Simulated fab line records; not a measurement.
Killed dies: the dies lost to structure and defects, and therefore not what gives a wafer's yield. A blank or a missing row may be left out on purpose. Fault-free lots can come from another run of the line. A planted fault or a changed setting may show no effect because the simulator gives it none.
The tool behind it: which one? ; flow berkeleyCmos170 ; 14 lots, 42 wafers sampled, at 4 steps of a route of 331

## WHAT THE GAUGES READ, wafer by wafer
UCB170_PWELL_OVL_MEAS_13.
lot;measured;on;PWELL_OVL (nm)
L134;day 3 04:58;overlay-01;-11 -1 -12
L137;day 3 16:19;overlay-02;-2 -8 -1
L136;day 3 16:35;overlay-01;5 -1 -1
L138;day 4 13:50;overlay-02;-16 -6 -3
L139;day 4 14:09;overlay-02;-6 -6 -9
L142;day 5 00:38;overlay-01;-2 9 6
L143;day 5 05:10;overlay-02;2 1 -5
L144;day 5 04:53;overlay-01;-5 -10 -8
L148;day 5 23:55;overlay-01;7 2 10
L150;day 6 08:20;overlay-02;7 0 0
L152;day 6 22:29;overlay-02;-8 -7 -5
L153;day 6 22:44;overlay-01;0 -1 4
L154;day 7 11:19;overlay-02;-11 -12 -9
L155;day 7 11:02;overlay-01;12 1 4

UCB170_SACOX_THK_MEAS_02.
lot;measured;on;SACOX_OXIDE_THK (nm)
L134;day 5 12:11;filmMetro-04;14.65 14.62 14.44
L137;day 6 02:13;filmMetro-01;14.64 14.18 14.60
L136;day 6 02:14;filmMetro-02;14.54 14.64 14.57
L138;day 7 00:35;filmMetro-02;14.34 14.16 14.25
L139;day 7 00:36;filmMetro-04;14.46 14.54 14.50
L142;day 7 07:23;filmMetro-01;14.38 14.35 14.29
L143;day 7 07:24;filmMetro-04;14.65 14.86 14.72
L144;day 7 07:27;filmMetro-01;14.45 14.88 14.73
L148;day 8 03:55;filmMetro-01;14.33 14.21 14.18
L150;day 8 03:59;filmMetro-01;14.75 14.66 14.28
L152;day 9 03:10;filmMetro-01;13.98 14.15 14.41
L153;day 9 03:07;filmMetro-02;14.43 14.44 14.39
L154;day 9 17:43;filmMetro-04;14.67 14.76 14.87
L155;day 9 17:44;filmMetro-02;14.18 14.53 14.18

UCB170_V1_OVL_MEAS_13.
lot;measured;on;V1_OVL (nm)
L134;day 7 21:41;overlay-01;-3 -1 -5
L137;day 8 06:46;overlay-02;-3 0 -4
L136;day 8 08:05;overlay-02;8 10 4
L138;day 9 03:16;overlay-01;1 1 -1
L139;day 9 01:43;overlay-02;-6 -1 -5
L142;day 9 14:40;overlay-01;2 4 0
L143;day 9 14:24;overlay-02;-6 0 -1
L144;day 9 14:08;overlay-02;1 3 2
L148;day 11 00:41;overlay-01;-2 -1 -1
L150;day 10 19:40;overlay-01;5 0 3
L152;day 11 16:59;overlay-02;0 -10 -8
L153;day 11 17:08;overlay-01;0 1 3
L154;day 12 04:10;overlay-01;2 -3 0
L155;day 12 05:22;overlay-01;-5 1 -2

## EACH LOT AND THE TOOL THAT RAN IT (in order: tool; ch and the chambers of the sampled wafers; start)
lot;UCB170_NWELL_SOFTBAKE_08
L134;lithoTrack-04 ch 0, day 2 10:08
L137;lithoTrack-03 ch 0, day 2 19:31
L136;lithoTrack-01 ch 0, day 2 23:01
L138;lithoTrack-03 ch 0, day 3 12:07
L139;lithoTrack-04 ch 0, day 3 12:22
L142;lithoTrack-04 ch 0, day 4 03:46
L143;lithoTrack-04 ch 0, day 4 10:12
L144;lithoTrack-03 ch 0, day 4 10:31
L148;lithoTrack-04 ch 0, day 5 04:33
L150;lithoTrack-04 ch 0, day 5 14:39
L152;lithoTrack-01 ch 0, day 6 00:40
L153;lithoTrack-01 ch 0, day 6 06:50
L154;lithoTrack-01 ch 0, day 6 15:22
L155;lithoTrack-01 ch 0, day 6 17:57
- UCB170_NWELL_SOFTBAKE_08: time 60 s.

## AS READ BY THE TOOLS THEMSELVES (means over the sampled wafers that have a number; for cases with no such wafer, the mark the record gives instead)
UCB170_NWELL_SOFTBAKE_08.
lot;tool;runLengthS (s)
L134;lithoTrack-04;89.00
L137;lithoTrack-03;89.01
L136;lithoTrack-01;89.26
L138;lithoTrack-03;89.12
L139;lithoTrack-04;89.05
L142;lithoTrack-04;89.08
L143;lithoTrack-04;88.93
L144;lithoTrack-03;89.10
L148;lithoTrack-04;91.69
L150;lithoTrack-04;91.63
L152;lithoTrack-01;89.35
L153;lithoTrack-01;89.33
L154;lithoTrack-01;89.35
L155;lithoTrack-01;89.41

## THE ANSWER, worked out from the rows above alone
Rule: the lots themselves supply what counts as usual. The widest of any qualifying gaps counts: lots, ordered by their means at a reading, are off when they make up no more than a third of the lots, leave a main group of 4 or more, and stand apart from it by 3 or more times the standard deviation of that group's means. If all means in a main group match to the digits the tables above print for the reading, that group is not used. Also off: a lot with no number at a reading for which 4 or more lots have one. Where the step has rows for the other lots, those lots are counted as sound. After the gauges, taken in route order, come the tools' own readings; for these a lot's mean is taken, as printed above. At the first step where some lot is off, the reading lying furthest off is the one used; lots without a number count as furthest.
Off at UCB170_NWELL_SOFTBAKE_08 (runLengthS): L148, L150. The main group: mean 89.17 s, standard deviation 0.16.
A tool fits if, at that step or a process step before it, it ran every lot that is off, and no sound lot after the first of them. One fits: lithoTrack-04 at UCB170_NWELL_SOFTBAKE_08. Its last sound lot is L143 (day 4 10:12), its first lot that is off L148 (day 5 04:33): a fault that began between those two fits.
The tool's own readings at UCB170_NWELL_SOFTBAKE_08 bear it out: on the lots that are off they differ by more than 5 times the standard deviation of the sound lots' means. runLengthS reads 91.66 s there against 89.17 s on the sound lots.

## WHAT THE SIMULATOR HAD INSERTED
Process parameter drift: lithoTrack-04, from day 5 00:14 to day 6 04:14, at UCB170_NWELL_SOFTBAKE_08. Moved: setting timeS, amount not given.
Lots struck among those shown: L148, L150. Same finding as the rule above.
